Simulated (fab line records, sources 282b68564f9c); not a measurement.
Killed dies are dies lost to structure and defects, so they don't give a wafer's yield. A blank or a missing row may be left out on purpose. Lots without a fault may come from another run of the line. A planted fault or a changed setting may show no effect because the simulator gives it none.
Which tool did it? | flow rit_cmos | 14 lots, 42 wafers sampled, at 6 steps of a route of 202

WHAT THE GAUGES READ, wafer by wafer
RIT_NSD_OVL_MEAS_06. Usual: NSD_OVL -0.5 nm, standard deviation 1.3.
lot  | measured    | on         | NSD_OVL (nm)   | flag
L346 | day 3 05:52 | overlay-02 | -2.4 -1.1 -2.9 |
L347 | day 3 15:14 | overlay-02 | -2.1 -2.8 -3.6 |
L348 | day 3 14:37 | overlay-01 | -0.1 1.0 -1.0  |
L349 | day 4 02:36 | overlay-02 | -1.5 -1.9 -1.1 |
L350 | day 4 08:50 | overlay-01 | 0.9 0.4 -0.6   |
L351 | day 4 11:42 | overlay-02 | -0.2 1.2 0.9   |
L352 | day 4 12:00 | overlay-02 | -1.1 1.4 -0.6  |
L353 | day 5 03:25 | overlay-01 | 0.8 1.1 1.3    |
L354 | day 5 06:25 | overlay-02 | 0.0 1.1 -2.2   |
L355 | day 5 09:10 | overlay-01 | 0.9 0.4 0.0    |
L357 | day 5 20:10 | overlay-02 | 0.9 -0.9 -0.4  |
L364 | day 7 09:25 | overlay-02 | 0.3 0.4 -0.2   |
L368 | day 8 06:53 | overlay-01 | -0.7 0.6 0.7   |
L369 | day 8 18:41 | overlay-01 | 0.2 0.5 0.9    |

RIT_SDANNEAL_RS_MEAS_04: measures by four-point-probe. Usual: PSD_RS 115.9 ohm/sq, standard deviation 0.31.
lot  | measured    | on            | PSD_RS (ohm/sq)                     | flag
L346 | day 3 08:26 | film_metro-01 | 116.2 116.3 116.3                   |
L347 | day 3 17:48 | film_metro-01 | 116.2 116.4 115.8                   |
L348 | day 3 17:04 | film_metro-02 | 115.6 115.7 116.0                   |
L349 | day 4 05:04 | film_metro-01 | 116.1 116.0 116.1                   |
L350 | day 4 11:31 | film_metro-03 | 115.7 115.8 115.9                   |
L351 | day 4 14:13 | film_metro-03 | 115.4 115.7 115.8                   |
L352 | day 4 14:28 | film_metro-02 | 116.0 115.6 115.8                   |
L353 | day 5 06:01 | film_metro-02 | 115.9 116.1 116.0                   |
L354 | day 5 08:50 | film_metro-02 | 115.6 115.5 115.8                   |
L355 | day 5 11:49 | film_metro-03 | 121.4 121.5 121.1 121.5 121.5 121.2 | OFF
L357 | day 5 22:38 | film_metro-02 | 121.5 121.6 121.7 121.5 121.7 121.3 | OFF
L364 | day 7 12:11 | film_metro-03 | 115.4 115.6 115.5                   |
L368 | day 8 09:26 | film_metro-01 | 116.3 115.9 116.1                   |
L369 | day 8 21:27 | film_metro-02 | 115.7 115.9 115.6                   |

RIT_SDANNEAL_RS_MEAS_06: measures by four-point-probe. Usual: PLDD_RS 178.7 ohm/sq, standard deviation 0.52.
lot  | measured    | on            | PLDD_RS (ohm/sq)                    | flag
L346 | day 3 08:40 | film_metro-01 | 179.3 179.7 179.1                   |
L347 | day 3 18:02 | film_metro-01 | 179.0 179.0 178.3                   |
L348 | day 3 17:19 | film_metro-02 | 178.3 178.6 178.3                   |
L349 | day 4 05:19 | film_metro-01 | 179.0 179.1 179.1                   |
L350 | day 4 11:45 | film_metro-03 | 178.4 178.6 178.4                   |
L351 | day 4 14:28 | film_metro-03 | 178.4 178.3 178.1                   |
L352 | day 4 14:43 | film_metro-02 | 178.7 178.8 178.8                   |
L353 | day 5 06:16 | film_metro-02 | 179.4 179.3 179.3                   |
L354 | day 5 09:04 | film_metro-02 | 178.6 178.1 178.4                   |
L355 | day 5 23:36 | film_metro-03 | 183.2 183.7 183.1 183.1 183.6 183.1 | OFF
L357 | day 6 05:29 | film_metro-02 | 183.8 183.9 183.4 183.6 183.8 183.5 | OFF
L364 | day 7 12:25 | film_metro-03 | 178.2 178.0 178.3                   |
L368 | day 8 09:41 | film_metro-01 | 178.4 178.9 179.0                   |
L369 | day 8 21:41 | film_metro-02 | 177.9 178.5 178.0                   |

WHICH TOOL RAN EACH LOT (tool, then ch and the chambers of the sampled wafers, then the start)
lot  | RIT_PRETRO_STRIP_09                 | RIT_PSD_STRIP_09                    | RIT_SDANNEAL_RTA_03
L346 | plasma_asher-04 ch 0,1, day 2 11:52 | plasma_asher-02 ch 0,1, day 3 07:44 | rtp_anneal-02 ch 0, day 3 08:22
L347 | plasma_asher-04 ch 0,1, day 2 18:34 | plasma_asher-03 ch 0,1, day 3 17:07 | rtp_anneal-02 ch 0, day 3 17:44
L348 | plasma_asher-01 ch 0,1, day 2 21:08 | plasma_asher-04 ch 0,1, day 3 16:25 | rtp_anneal-01 ch 0, day 3 16:59
L349 | plasma_asher-04 ch 0,1, day 3 00:32 | plasma_asher-04 ch 0,1, day 4 04:21 | rtp_anneal-01 ch 0, day 4 05:00
L350 | plasma_asher-01 ch 0,1, day 3 08:46 | plasma_asher-02 ch 0,1, day 4 10:52 | rtp_anneal-02 ch 0, day 4 11:26
L351 | plasma_asher-02 ch 0, day 3 13:38   | plasma_asher-02 ch 0,1, day 4 13:30 | rtp_anneal-01 ch 0, day 4 14:06
L352 | plasma_asher-01 ch 0,1, day 3 17:31 | plasma_asher-03 ch 0,1, day 4 13:50 | rtp_anneal-02 ch 0, day 4 14:23
L353 | plasma_asher-02 ch 0,1, day 4 04:11 | plasma_asher-03 ch 0,1, day 5 05:18 | rtp_anneal-01 ch 0, day 5 05:54
L354 | plasma_asher-04 ch 0,1, day 4 08:14 | plasma_asher-04 ch 0,1, day 5 08:10 | rtp_anneal-02 ch 0, day 5 08:47
L355 | plasma_asher-04 ch 0,1, day 4 12:01 | plasma_asher-03 ch 0,1, day 5 11:05 | rtp_anneal-01 ch 0, day 5 11:42
L357 | plasma_asher-02 ch 0,1, day 4 20:07 | plasma_asher-02 ch 0,1, day 5 21:57 | rtp_anneal-01 ch 0, day 5 22:34
L364 | plasma_asher-01 ch 0,1, day 6 07:13 | plasma_asher-02 ch 0,1, day 7 11:30 | rtp_anneal-02 ch 0, day 7 12:07
L368 | plasma_asher-04 ch 1, day 7 08:34   | plasma_asher-04 ch 0,1, day 8 08:46 | rtp_anneal-02 ch 0, day 8 09:22
L369 | plasma_asher-01 ch 1, day 7 17:17   | plasma_asher-02 ch 0,1, day 8 20:44 | rtp_anneal-01 ch 0, day 8 21:23
- RIT_PRETRO_STRIP_09: strips in O2, time 180 s.
- RIT_PSD_STRIP_09: strips in O2, time 180 s.
- RIT_SDANNEAL_RTA_03: time 5 s.

WHAT THE TOOLS THEMSELVES READ (means of the sampled wafers that have a number; where no wafer has one, the mark that the record gives instead)
RIT_PRETRO_STRIP_09. Usual: drypump_motor_current_A 5.7 A, standard deviation 0.58.
lot  | tool            | drypump_motor_current_A (A) | flag
L346 | plasma_asher-04 | 5.5                         |
L347 | plasma_asher-04 | 5.4                         |
L348 | plasma_asher-01 | 6.0                         |
L349 | plasma_asher-04 | 5.8                         |
L350 | plasma_asher-01 | 6.0                         |
L351 | plasma_asher-02 | 6.0                         |
L352 | plasma_asher-01 | 6.0                         |
L353 | plasma_asher-02 | 6.1                         |
L354 | plasma_asher-04 | 5.4                         |
L355 | plasma_asher-04 | 5.8                         |
L357 | plasma_asher-02 | 6.1                         |
L364 | plasma_asher-01 | 5.9                         |
L368 | plasma_asher-04 | 6.2                         |
L369 | plasma_asher-01 | 6.4                         |

RIT_PSD_STRIP_09. Usual: drypump_motor_current_A 5.8 A, standard deviation 0.42.
lot  | tool            | drypump_motor_current_A (A) | flag
L346 | plasma_asher-02 | 6.1                         |
L347 | plasma_asher-03 | 5.6                         |
L348 | plasma_asher-04 | 5.4                         |
L349 | plasma_asher-04 | 5.8                         |
L350 | plasma_asher-02 | 6.1                         |
L351 | plasma_asher-02 | 6.1                         |
L352 | plasma_asher-03 | 5.6                         |
L353 | plasma_asher-03 | 5.9                         |
L354 | plasma_asher-04 | 5.8                         |
L355 | plasma_asher-03 | 5.7                         |
L357 | plasma_asher-02 | 6.1                         |
L364 | plasma_asher-02 | 6.2                         |
L368 | plasma_asher-04 | 5.5                         |
L369 | plasma_asher-02 | 6.1                         |

RIT_SDANNEAL_RTA_03. Usual: chamber_o2_ppm 1.997, standard deviation 0.019; ramp_up_c_per_s 342.00, standard deviation 0.065; wafer_temp_C_max 1053.4, standard deviation 1.3.
lot  | tool          | chamber_o2_ppm | ramp_up_c_per_s | wafer_temp_C_max | flag
L346 | rtp_anneal-02 | 1.981          | 341.95          | 1055.8           |
L347 | rtp_anneal-02 | 1.980          | 342.06          | 1052.9           |
L348 | rtp_anneal-01 | 2.002          | 342.02          | 1052.9           |
L349 | rtp_anneal-01 | 1.997          | 341.98          | 1053.4           |
L350 | rtp_anneal-02 | 1.977          | 341.94          | 1052.7           |
L351 | rtp_anneal-01 | 1.993          | 341.90          | 1054.7           |
L352 | rtp_anneal-02 | 1.991          | 341.96          | 1052.4           |
L353 | rtp_anneal-01 | 1.983          | 342.07          | 1053.5           |
L354 | rtp_anneal-02 | 2.003          | 341.99          | 1053.5           |
L355 | rtp_anneal-01 | 1.997          | 342.02          | 1044.7           | OFF
L357 | rtp_anneal-01 | 2.003          | 342.01          | 1045.8           | OFF
L364 | rtp_anneal-02 | 2.004          | 342.06          | 1053.0           |
L368 | rtp_anneal-02 | 1.990          | 341.96          | 1053.9           |
L369 | rtp_anneal-01 | 1.992          | 342.04          | 1053.7           |

THE ANSWER, worked out from the rows above alone
Rule: a lot is off if the mean of its wafers that have a number lies more than 3 standard deviations from the usual mean. A lot without any number at a reading at which 4 lots or more have one is off too. The other lots that the step has rows for count as sound. The gauges are gone through in route order, then the tools' own readings, and for those a lot's mean is taken as printed above. The first step at which some lot is off is used, and at that step the reading that is off furthest; a lot without a number counts as furthest.
Off: L355, L357, at RIT_SDANNEAL_RS_MEAS_04 (PSD_RS).
A tool fits if, at a process step before that reading, it ran every lot that is off, and no sound lot after the first of them. The gauges at RIT_SDANNEAL_RS_MEAS_04 aren't tried: what is off there is off at RIT_SDANNEAL_RTA_03 too, on other tools, and a gauge's error can't cause that. None of those tried fits.

WHAT THE SIMULATOR HAD PUT IN
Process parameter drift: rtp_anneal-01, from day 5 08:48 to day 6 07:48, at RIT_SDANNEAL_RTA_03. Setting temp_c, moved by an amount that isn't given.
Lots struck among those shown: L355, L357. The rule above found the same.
